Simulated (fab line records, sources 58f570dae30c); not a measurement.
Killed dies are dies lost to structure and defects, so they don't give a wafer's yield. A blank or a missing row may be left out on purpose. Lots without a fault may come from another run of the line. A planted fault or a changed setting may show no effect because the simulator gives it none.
fab line records | flow berkeley_cmos170
record lots=6 wafers=18 last_day=12
route steps=331 shown GATE@125 FIELD@126
lots that met no fault: from a run of the same line without faults
start_h: hours from the record's first day to the start of the lot's first wafer shown | wait_h: hours since the lot's step before | " the same as in the row above | L1.1+2: a row that stands for several wafers | - no value, or no start given | * or withheld: withheld | < > ~ a bound
route shown NAME@n: a module of which the file shows steps, and the number in the route of the first | usual: mean/standard deviation of fault-free wafers | same: alike in all rows | chamber/n: place in a boat | sites: the reading at each site | _std_site: their standard deviation | _edge_site: outer sites' mean less inner sites' | radius_mm: how far each site lies from the wafer's centre | mask NAME#n: copy n | behind: the tool/chamber that last shaped the wafer | hold: why the lot was held/for how many hours/how that ended | device: the transistor (n, p or np) that didn't switch | end of line: the same wafers' tests at the end of the route | a step without rows: its recipe alone | killed: dies lost to structure and defects at the first sort, not the wafer's yield | map: a wafer's dies, x killed, . not, _ none there
set.NAME: the setting as run; set.NAME@STEP: as run at that earlier step | model.NAME: the simulator's own value behind a step, which no gauge read
lots at some steps of the route; a table a step, a row a wafer
## steps
# step UCB170_GATE_WET_ETCH_00
# recipe chemistry=dHF dilution=25:1 target=SiO2 temp_c=25 time_s=200
# step UCB170_FIELD_THK_MEAS_91
# recipe reads=SiO2_of_FIELD_OXIDATION_01
# usual FIELD_OXIDE_LEFT_2_THK=355/10
# columns lot.wafer tool chamber start_h wait_h FIELD_OXIDE_LEFT_2_THK[nm]
L771.1 film_metro-01 - 155.21 0.0 356
L771.3 " - " " 349
L771.5 " - " " 343
L770.1 film_metro-04 - 155.26 0.0 359
L770.3 " - " " 355
L770.6 " - " " 359
L773.2 film_metro-04 - 162.35 0.0 352
L773.3 " - " " 357
L773.6 " - " " 357
L779.1 film_metro-01 - 194.69 0.0 356
L779.2 " - " " 366
L779.4 " - " " 362
L782.2 film_metro-04 - 199.49 0.0 346
L782.4 " - " " 348
L782.5 " - " " 360
L785.1 film_metro-04 - 225.10 0.0 327
L785.4 " - " " 327
L785.6 " - " " 337
# step UCB170_GATE_OXIDATION_01
# recipe temp_c=850 ambient=O2 target_thk_a=66 ox_time_s=1800
# step UCB170_GATE_THK_MEAS_02
# recipe reads=SiO2_of_GATE_OXIDATION_01
# usual GATE_OXIDE_THK=6.52/0.13
# columns lot.wafer tool chamber start_h wait_h GATE_OXIDE_THK[nm]
L770.1 film_metro-03 - 157.91 0.0 6.40
L770.3 " - " " 6.42
L770.6 " - " " 6.55
L771.1 film_metro-02 - 157.91 0.0 6.34
L771.3 " - " " 6.38
L771.5 " - " " 6.36
L773.2 film_metro-04 - 168.89 0.0 6.76
L773.3 " - " " 6.57
L773.6 " - " " 6.77
L779.1 film_metro-04 - 196.55 0.1 6.41
L779.2 " - " " 6.35
L779.4 " - " " 6.39
L782.2 film_metro-02 - 203.69 0.0 6.39
L782.4 " - " " 6.44
L782.5 " - " " 6.29
L785.1 film_metro-02 - 229.24 0.0 6.66
L785.4 " - " " 6.56
L785.6 " - " " 6.60
# step UCB170_GATE_ANNEAL_03
# recipe temp_c=900 time_s=1800 ambient=N2
# step UCB170_GATE_CVD_04
# recipe material=poly-Si temp_c=610 precursor=SiH4 time_s=1440 pressure_mtorr=375 target_thk_nm=214 sih4_flow_sccm=120
# step UCB170_GATE_THK_MEAS_05
# recipe reads=poly-Si_of_GATE_CVD_04
# usual GATE_POLY_THK=213.6/2
# columns lot.wafer tool chamber start_h wait_h GATE_POLY_THK[nm]
L770.1 film_metro-03 - 164.78 0.0 212.2
L770.3 " - " " 213.8
L770.6 " - " " 213.3
L771.1 film_metro-02 - 164.78 0.0 210.2
L771.3 " - " " 210.3
L771.5 " - " " 211.7
L773.2 film_metro-02 - 176.55 0.0 211.4
L773.3 " - " " 210.6
L773.6 " - " " 209.4
L779.1 film_metro-03 - 204.59 0.0 216.0
L779.2 " - " " 214.4
L779.4 " - " " 216.1
L782.2 film_metro-04 - 208.83 0.0 214.9
L782.4 " - " " 214.0
L782.5 " - " " 213.3
L785.1 film_metro-04 - 233.60 0.0 213.4
L785.4 " - " " 214.3
L785.6 " - " " 214.5
# step UCB170_GATE_COAT_06
# recipe resist=BARC temp_c=withheld time_s=withheld spin_rpm=3000 resist_thk_nm=withheld
# step UCB170_GATE_COAT_07
# recipe resist=KrF spin_rpm=1500 resist_thk_nm=900
# step UCB170_GATE_SOFTBAKE_08
# recipe resist=KrF temp_c=130 time_s=60
# step UCB170_GATE_EXPOSE_09
# recipe mask_id=POLY target_cd_nm=350 na=0.5 sigma_outer=0.6 source_shape=conventional dose_mj=21
# step UCB170_GATE_PEB_10
# recipe peb_temp_c=130 peb_time_s=withheld resist=KrF
# step UCB170_GATE_DEVELOP_11
# recipe developer=TMAH develop_time_s=45 resist=KrF dev_temp_c=21
# usual chill_plate_temp_C=23.01/0.12 develop_time_s=45/0
# columns lot.wafer tool chamber start_h wait_h chill_plate_temp_C develop_time_s model.KrF_of_GATE_COAT_07.thk_nm
L771.1 litho_track-03 0 165 - 22.99 45 890.6
L771.3 " 0 " " 22.92 45 886.5
L771.5 " 0 166 - 22.98 45 888.9
L770.1 litho_track-04 - 166 - - - 898
L770.3 " - " " - - 900.5
L770.6 " - " " - - 898.8
L773.2 litho_track-03 - 178 - - - 902.8
L773.3 " - " " - - 902.4
L773.6 " - " " - - 902.8
L779.1 litho_track-02 0 205 - 22.98 45 880.7
L779.2 " 0 " " 22.96 45 877.9
L779.4 " 0 206 - 23.10 45 879.9
L782.2 litho_track-02 0 209 - 22.99 45 886
L782.4 " 0 " " 22.97 45 886.5
L782.5 " 0 " " 23.04 45 884
L785.1 litho_track-02 0 235 - 23.01 45 886.5
L785.4 " 0 " " 23.07 45 884.2
L785.6 " 0 " " 23.04 45 885.7
# step UCB170_GATE_CD_MEAS_12
# recipe target_cd_nm=350
# usual cd_nm=350.1/1.7
# columns lot.wafer tool chamber start_h wait_h cd_nm
L771.1 cd_sem-01 - 166.05 - 352.4
L771.3 " - " " 351.9
L771.5 " - " " 353.6
L770.1 cd_sem-02 - 166.17 - -
L770.3 " - " " -
L770.6 " - " " -
L773.2 cd_sem-01 - 178.21 - -
L773.3 " - " " -
L773.6 " - " " -
L779.1 cd_sem-01 - 206.17 - 350.3
L779.2 " - " " 349.7
L779.4 " - " " 350.7
L782.2 cd_sem-02 - 209.90 - 347.9
L782.4 " - " " 346.8
L782.5 " - " " 348.1
L785.1 cd_sem-01 - 235.28 - 349.8
L785.4 " - " " 350.3
L785.6 " - " " 349.6
## key
first_sign step=UCB170_GATE_DEVELOP_11 reading=tool_record direction=missing
effect none on later readings
model_effect step=UCB170_GATE_DEVELOP_11 value=KrF_of_GATE_COAT_07.thk_nm without=886.7 struck=900.9
met_at UCB170_GATE_DEVELOP_11
struck_wafers L770.1,L770.3,L770.6,L773.2,L773.3,L773.6
later_rows_left_out L770.1,L770.3,L770.6,L773.2,L773.3,L773.6
sort_left_out L770.1,L770.3,L770.6,L773.2,L773.3,L773.6
tester_left_out L770,L773
onset_between 165 166
fault kind=skipped_step_whole tool=litho_track-03,litho_track-04 chamber=- onset_h=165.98 steps=UCB170_GATE_DEVELOP_11 scope=struck_lots_only
# tester_left_out: of these lots the tester's yield and bins aren't shown, on N5 and GAA mostly nor the transistor test; their killed dies are dies lost to structure and defects alone, not to doping, threshold or leakage, so they don't give the yield
# sort_left_out: the simulated sort isn't trusted on such a fault, so these wafers' sort isn't shown, and their yield isn't known
# later_rows_left_out: the simulator's readings of these wafers behind a module that went badly wrong aren't trusted and aren't shown, but for the sort
